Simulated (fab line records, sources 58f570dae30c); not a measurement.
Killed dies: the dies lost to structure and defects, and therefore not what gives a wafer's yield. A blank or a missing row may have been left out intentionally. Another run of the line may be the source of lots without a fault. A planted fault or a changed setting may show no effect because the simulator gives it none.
fab line records	flow berkeley_cmos170
[record] lots = 15	wafers = 44	last_day = 13
route steps=331 shown SILICIDE@214 CONTACT@229 V1@254
lots with no fault: from the same line, run without faults
start_h: hours from the record's opening day to when the first of the lot's shown wafers began	wait_h: how many hours have passed since the lot's step before this one	" unchanged from the row above	L1.1+2: several wafers, shown together as one row	- value missing, or start not given	* or withheld: withheld	< > ~ a bound
route shown NAME@n: names a module that has steps shown in the file, with the first one's number in the route	usual: mean/standard deviation of fault-free wafers	same: alike in all rows	chamber/n: place in a boat	sites: per-site readings	_std_site: standard deviation across them	_edge_site: inner sites' mean taken away from outer sites' mean	radius_mm: for every site, how far away it sits from the centre of the wafer	mask NAME#n: copy n	behind: the tool/chamber that last shaped the wafer	hold: cause of the lot's hold/its duration in hours/its outcome	device: the n, p or np transistor that did not switch	end of line: the route-end tests of the same wafers	where a step has no rows: the recipe by itself	killed: dies that structure and defects cost at the first sort, which is not the same as the wafer's yield	map: the dies of a wafer, with x for killed, . for not killed, _ for no die there
set.NAME: the run value of the setting; set.NAME@STEP: its run value at that earlier step	model.NAME: the simulator's own value behind a step, which no gauge read
one table for each step of the route and one row for each wafer, over a sample of lots
services: the hour from which a tool's chamber was out of use, counted from the record's first day as start_h (under 0 if before that day), plus the number of hours and why
[[steps]]
[step UCB170_SILICIDE_RTA_04]
[recipe] temp_c = 650	time_s = 15	ambient = N2
[usual] lamp_power_pct = 10.5/0.64	wafer_temp_C_max = 653.0/0.72
lot.wafer	tool	chamber	start_h	wait_h	lamp_power_pct	wafer_temp_C_max
L229.2	rtp_anneal-01	0	175.23	0.1	9.9	652.7
L229.3	"	0	"	"	9.9	653.0
L229.4	"	0	"	"	9.9	652.8
L231.1	rtp_anneal-02	0	199.87	0.1	11.2	653.1
L231.3	"	0	"	"	11.2	653.7
L231.6	"	0	"	"	11.2	653.0
L236.2	rtp_anneal-02	0	220.85	0.1	11.2	654.5
L236.3	"	0	"	"	11.2	652.7
L236.5	"	0	"	"	11.2	653.6
L234.1	rtp_anneal-02	0	222.53	0.1	11.2	654.1
L234.4	"	0	"	"	11.2	653.7
L234.5	"	0	"	"	11.2	652.3
L241.1	rtp_anneal-02	0	237.26	0.1	11.2	653.9
L241.2	"	0	"	"	11.2	654.1
L241.6	"	0	"	"	11.2	654.4
L237.3	rtp_anneal-01	0	237.80	0.1	9.9	653.0
L237.5	"	0	"	"	9.9	652.5
L237.6	"	0	"	"	9.9	652.5
L238.4	rtp_anneal-01	0	239.05	0.1	9.9	652.3
L238.5	"	0	"	"	9.9	652.0
L243.2	rtp_anneal-01	0	239.15	0.1	9.9	653.1
L243.3	"	0	"	"	9.9	654.4
L243.5	"	0	"	"	9.9	653.4
L245.2	rtp_anneal-01	0	250.57	0.1	9.9	652.7
L245.3	"	0	"	"	9.9	652.4
L245.4	"	0	"	"	9.9	652.7
L244.1	rtp_anneal-01	0	250.67	0.1	9.9	652.6
L244.2	"	0	"	"	9.9	652.3
L244.3	"	0	"	"	9.9	653.2
L248.3	rtp_anneal-02	0	251.11	0.1	11.2	652.5
L248.4	"	0	"	"	11.2	653.4
L248.6	"	0	"	"	11.2	654.4
L247.1	rtp_anneal-01	0	251.16	0.1	9.9	653.6
L247.3	"	0	"	"	9.9	652.0
L247.5	"	0	"	"	9.9	652.2
L246.3	rtp_anneal-02	0	251.52	0.1	11.2	653.7
L246.4	"	0	"	"	11.2	652.6
L246.6	"	0	"	"	11.2	652.8
L251.2	rtp_anneal-02	0	276.98	0.1	11.2	655.0
L251.5	"	0	"	"	11.2	652.4
L251.6	"	0	"	"	11.2	652.6
L249.1	rtp_anneal-02	0	277.22	0.1	11.2	652.1
L249.4	"	0	"	"	11.2	652.8
L249.5	"	0	"	"	11.2	654.3
[step UCB170_CONTACT_PEB_13]
[recipe] peb_temp_c = 130	peb_time_s = withheld	resist = KrF
[usual] exhaust_pa = 45.2/0.9	plate_sensor_t_centre_C = 131.41/0.0093	plate_sensor_t_edge_C = 131.53/0.0099
lot.wafer	tool	chamber	start_h	wait_h	exhaust_pa	plate_sensor_t_centre_C	plate_sensor_t_edge_C
L229.2	litho_track-04	0	183.18	0.1	45.6	131.4	131.55
L229.3	"	0	"	"	45.7	131.41	131.55
L229.4	"	0	"	"	46.4	131.39	131.52
L231.1	litho_track-03	0	206.43	0.7	46.4	131.43	131.55
L231.3	"	0	"	"	45.8	131.41	131.54
L231.6	"	0	"	"	44.9	131.41	131.53
L236.2	litho_track-03	0	227.51	0.6	44.1	131.4	131.54
L236.3	"	0	"	"	47.0	131.41	131.54
L236.5	"	0	"	"	45.3	131.42	131.54
L234.1	litho_track-04	0	230.76	0.7	45.2	131.4	131.53
L234.4	"	0	"	"	44.7	131.41	131.53
L234.5	"	0	"	"	44.6	131.41	131.53
L241.1	litho_track-02	0	243.51	0.9	44.9	131.41	131.54
L241.2	"	0	"	"	43.8	131.42	131.55
L241.6	"	0	"	"	44.8	131.41	131.53
L237.3	litho_track-04	0	243.82	0.7	45.3	131.4	131.53
L237.5	"	0	"	"	44.6	131.41	131.55
L237.6	"	0	"	"	44.6	131.41	131.52
L238.4	litho_track-04	0	245.02	0.4	44.7	131.41	131.52
L238.5	"	0	"	"	44.9	131.4	131.53
L243.2	litho_track-04	0	-	-	45.1	131.4	131.52
L243.3	"	0	"	"	46.9	131.4	131.54
L243.5	"	0	"	"	45.8	131.41	131.53
L245.2	litho_track-03	0	254.42	0.4	45.7	131.39	131.53
L245.3	"	0	"	"	44.6	131.4	131.54
L245.4	"	0	"	"	46.0	131.41	131.52
L244.1	litho_track-03	0	257.80	0.8	44.5	131.4	131.54
L244.2	"	0	"	"	45.6	131.4	131.54
L244.3	"	0	"	"	45.4	131.4	131.52
L248.3	litho_track-02	0	257.85	0.9	43.6	131.41	131.53
L248.4	"	0	"	"	43.9	131.4	131.53
L248.6	"	0	"	"	44.5	131.41	131.54
L247.1	litho_track-02	0	258.07	0.8	44.0	131.39	131.55
L247.3	"	0	"	"	43.9	131.42	131.52
L247.5	"	0	"	"	45.2	131.4	131.54
L246.3	litho_track-02	0	258.40	1.0	44.6	131.42	131.54
L246.4	"	0	"	"	43.0	131.41	131.54
L246.6	"	0	"	"	44.7	131.41	131.52
L251.2	litho_track-02	0	280.48	0.1	45.7	131.41	131.53
L251.5	"	0	"	"	44.5	131.4	131.53
L251.6	"	0	"	"	44.6	131.4	131.53
L249.1	litho_track-03	0	282.22	0.1	45.6	131.41	131.52
L249.4	"	0	"	"	45.8	131.4	131.52
L249.5	"	0	"	"	45.8	131.41	131.55
[step UCB170_CONTACT_ETCH_17]
[recipe] chemistry = N2/H2	target_depth_a = withheld	overetch_a = withheld	target = BARC	time_s = withheld	source_w = 500	bias_w = 100	pressure_mtorr = 30	n2_flow_sccm = 100	h2_flow_sccm = 200
[usual] drypump_motor_current_A = 5.8/0.39	h2_flow_sccm = 200.0/0.62	oes_product_au = 0.996/0.02	throttle_valve_pct = 13.31/0.16
lot.wafer	tool	chamber	start_h	wait_h	drypump_motor_current_A	h2_flow_sccm	oes_product_au	throttle_valve_pct
L229.2	rie_diel-01	2	183.58	0.0	6.1	200.4	1.002	13.38
L229.3	"	0	"	"	5.5	200.4	0.982	13.33
L229.4	"	3	"	"	6.4	199.5	0.995	13.41
L231.1	rie_diel-04	0	206.87	0.0	5.7	200.4	1.002	13.21
L231.3	"	1	"	"	5.6	199.3	0.968	13.29
L231.6	"	0	"	"	5.7	200.4	0.995	13.21
L236.2	rie_diel-02	1	227.91	0.0	6.0	200.7	0.958	13.27
L236.3	"	3	"	"	5.7	200.4	1.004	13.09
L236.5	"	0	"	"	4.8	199.7	1.027	12.99
L234.1	rie_diel-01	1	231.19	0.0	5.8	199.5	1.006	13.60
L234.4	"	3	"	"	6.4	199.7	0.998	13.43
L234.5	"	0	"	"	5.5	199.3	0.984	13.34
L241.1	rie_diel-01	3	243.94	0.0	6.4	199.3	0.998	13.42
L241.2	"	1	"	"	5.7	199.7	1.023	13.62
L241.6	"	0	"	"	5.5	199.5	0.992	13.35
L237.3	rie_diel-02	0	244.20	0.0	4.8	199.9	1.042	12.99
L237.5	"	1	"	"	6.0	199.7	0.961	13.27
L237.6	"	0	"	"	4.8	200.2	1.041	12.99
L238.4	rie_diel-01	3	245.38	0.0	6.4	199.6	0.990	13.43
L238.5	"	2	"	"	6.0	200.9	0.999	13.37
L243.2	rie_diel-01	1	246.83	0.0	5.8	200.7	1.005	13.60
L243.3	"	0	"	"	5.6	201.1	0.989	13.35
L243.5	"	3	"	"	6.4	199.8	0.991	13.42
L245.2	rie_diel-01	3	254.83	0.0	6.4	200.9	0.976	13.42
L245.3	"	2	"	"	6.0	201.2	0.985	13.36
L245.4	"	0	"	"	5.5	199.9	0.974	13.36
L244.1	rie_diel-04	0	258.23	0.0	5.6	200.1	1.002	13.21
L244.2	"	3	"	"	5.9	199.9	0.994	13.32
L244.3	"	1	"	"	5.6	200.3	0.971	13.28
L248.3	rie_diel-02	3	258.23	0.0	5.7	199.6	1.011	13.07
L248.4	"	1	"	"	6.0	200.6	0.961	13.28
L248.6	"	2	"	"	5.5	199.6	0.984	13.44
L247.1	rie_diel-01	0	258.50	0.0	5.5	199.6	0.979	13.37
L247.3	"	3	"	"	6.4	200.0	0.981	13.42
L247.5	"	3	"	"	6.4	200.4	0.991	13.42
L246.3	rie_diel-02	0	258.78	0.0	4.8	200.3	1.043	13.01
L246.4	"	1	"	"	6.0	200.5	0.980	13.27
L246.6	"	2	"	"	5.5	199.4	0.978	13.45
L251.2	rie_diel-01	1	280.89	0.0	5.7	199.8	1.003	13.61
L251.5	"	3	"	"	6.4	200.4	0.992	13.41
L251.6	"	2	"	"	6.0	200.4	0.997	13.35
L249.1	rie_diel-04	2	282.66	0.0	5.8	199.4	0.989	13.17
L249.4	"	1	"	"	5.6	201.2	0.968	13.28
L249.5	"	1	"	"	5.7	200.3	0.961	13.26
[step UCB170_V1_CVD_00]
[recipe] material = SiO2	target_thk_nm = 2000	temp_c = 390	precursor = TEOS/O2	time_s = 250	rf_w = 550	pressure_mtorr = 9000
[usual] heater_power_w = 236/77
lot.wafer	tool	chamber	start_h	wait_h	heater_power_w
L229.2	pecvd-02	0	187.24	0.0	296
L229.3	"	1	"	"	113
L229.4	"	0	"	"	227
L231.1	pecvd-01	1	211.13	0.0	191
L231.3	"	0	"	"	213
L231.6	"	2	"	"	264
L236.2	pecvd-01	1	233.03	0.0	248
L236.3	"	2	"	"	198
L236.5	"	0	"	"	275
L234.1	pecvd-02	0	234.76	0.0	313
L234.4	"	1	"	"	102
L234.5	"	0	"	"	226
L241.1	pecvd-04	1	250.49	0.0	211
L241.2	"	2	"	"	420
L241.6	"	0	"	"	239
L237.3	pecvd-04	1	250.65	0.2	305
L237.5	"	1	"	"	213
L237.6	"	0	"	"	242
L238.4	pecvd-01	0	251.90	0.1	210
L238.5	"	2	"	"	182
L243.2	pecvd-01	0	251.98	0.2	258
L243.3	"	1	"	"	222
L243.5	"	2	"	"	181
L245.2	pecvd-02	1	260.90	0.0	153
L245.3	"	2	"	"	161
L245.4	"	2	"	"	108
L244.1	pecvd-01	2	281.96	0.0	180
L244.2	"	1	"	"	213
L244.3	"	0	"	"	272
L247.1	pecvd-02	0	281.96	0.0	312
L247.3	"	2	"	"	169
L247.5	"	1	"	"	89
L248.3	pecvd-04	1	281.96	0.0	301
L248.4	"	2	"	"	298
L248.6	"	0	"	"	333
L246.3	pecvd-04	1	282.11	0.2	301
L246.4	"	2	"	"	301
L246.6	"	1	"	"	216
L251.2	pecvd-02	0	285.80	0.0	316
L251.5	"	2	"	"	110
L251.6	"	1	"	"	151
L249.1	pecvd-04	0	288.56	0.0	299
L249.4	"	0	"	"	242
L249.5	"	1	"	"	297
[step UCB170_V1_THK_MEAS_01]
[recipe] reads = SiO2_of_V1_CVD_00
[usual] V1_TEOS_THK = 1997/23
lot.wafer	tool	chamber	start_h	wait_h	V1_TEOS_THK[nm]
L229.2	film_metro-03	-	187.41	0.1	1988
L229.3	"	-	"	"	1996
L229.4	"	-	"	"	2007
L231.1	film_metro-04	-	211.29	0.1	1973
L231.3	"	-	"	"	2011
L231.6	"	-	"	"	2018
L236.2	film_metro-04	-	233.20	0.1	1946
L236.3	"	-	"	"	1975
L236.5	"	-	"	"	2011
L234.1	film_metro-04	-	234.92	0.1	1974
L234.4	"	-	"	"	2008
L234.5	"	-	"	"	2011
L241.1	film_metro-04	-	250.79	0.2	1995
L241.2	"	-	"	"	1993
L241.6	"	-	"	"	2020
L237.3	film_metro-03	-	250.83	0.1	1970
L237.5	"	-	"	"	1987
L237.6	"	-	"	"	2019
L238.4	film_metro-01	-	252.01	0.0	2018
L238.5	"	-	"	"	1406
L243.2	film_metro-03	-	252.15	0.1	1992
L243.3	"	-	"	"	1953
L243.5	"	-	"	"	1397
L245.2	film_metro-01	-	261.07	0.1	1957
L245.3	"	-	"	"	1941
L245.4	"	-	"	"	1976
L244.1	film_metro-04	-	282.11	0.1	1430
L244.2	"	-	"	"	1977
L244.3	"	-	"	"	2007
L247.1	film_metro-03	-	282.11	0.1	1983
L247.3	"	-	"	"	1952
L247.5	"	-	"	"	1990
L248.3	film_metro-01	-	282.13	0.1	2008
L248.4	"	-	"	"	2044
L248.6	"	-	"	"	2050
L246.3	film_metro-04	-	282.29	0.1	1994
L246.4	"	-	"	"	2037
L246.6	"	-	"	"	2007
L251.2	film_metro-04	-	285.97	0.1	2004
L251.5	"	-	"	"	1997
L251.6	"	-	"	"	1999
L249.1	film_metro-01	-	288.72	0.1	1988
L249.4	"	-	"	"	2006
L249.5	"	-	"	"	2022
[[services]]
tool	chamber	start_h	hours	kind
rie_diel-04	-	174.03	14.6	pm
rie_diel-02	1	191.31	4.4	repair
pecvd-02	1	192.32	3.5	repair
rie_diel-01	-	200.00	4.0	pm
rie_diel-04	0	221.25	2.5	repair
rtp_anneal-02	-	237.98	5.1	pm
pecvd-01	-	239.57	1.2	repair
pecvd-02	-	242.50	14.0	pm
pecvd-02	0	242.50	14.0	vent_cycle
pecvd-02	1	242.50	14.0	vent_cycle
pecvd-02	2	242.50	14.0	vent_cycle
rie_diel-04	1	249.96	4.0	repair
rie_diel-01	-	253.30	0.6	repair
rie_diel-04	2	255.85	-	clean
rie_diel-04	2	255.85	15.9	scheduled_down
rie_diel-04	2	255.85	15.9	vent_cycle
pecvd-02	0	256.50	-	clean
pecvd-02	1	256.50	-	clean
pecvd-02	2	256.50	-	clean
rie_diel-02	3	259.21	12.3	repair
rie_diel-04	3	284.00	15.6	repair
[[key]]
[first_sign] step = UCB170_V1_THK_MEAS_01	reading = V1_TEOS_THK	direction = down	sigmas = 25	usual = 1997	struck = 1411
effect none on later readings
met_at UCB170_V1_CVD_00
struck_lots L238,L243,L244
struck_wafers L238.5,L243.5,L244.1
sort_left_out L238.5,L243.5,L244.1
not_acting_at UCB170_SILICIDE_RTA_04,UCB170_CONTACT_PEB_13,UCB170_CONTACT_ETCH_17
onset_between 233.03 251.90
[fault] kind = process_parameter_drift	tool = pecvd-01	chamber = 2	onset_h = 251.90	steps = UCB170_V1_CVD_00	channel = target_thk_nm	offset = -597.78	shape = step	end_h = 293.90	acts_in = these_recipes_only	stated = 2000
// sort_left_out: the simulated sort isn't trusted on such a fault, so these wafers' sort isn't shown, and their yield isn't known
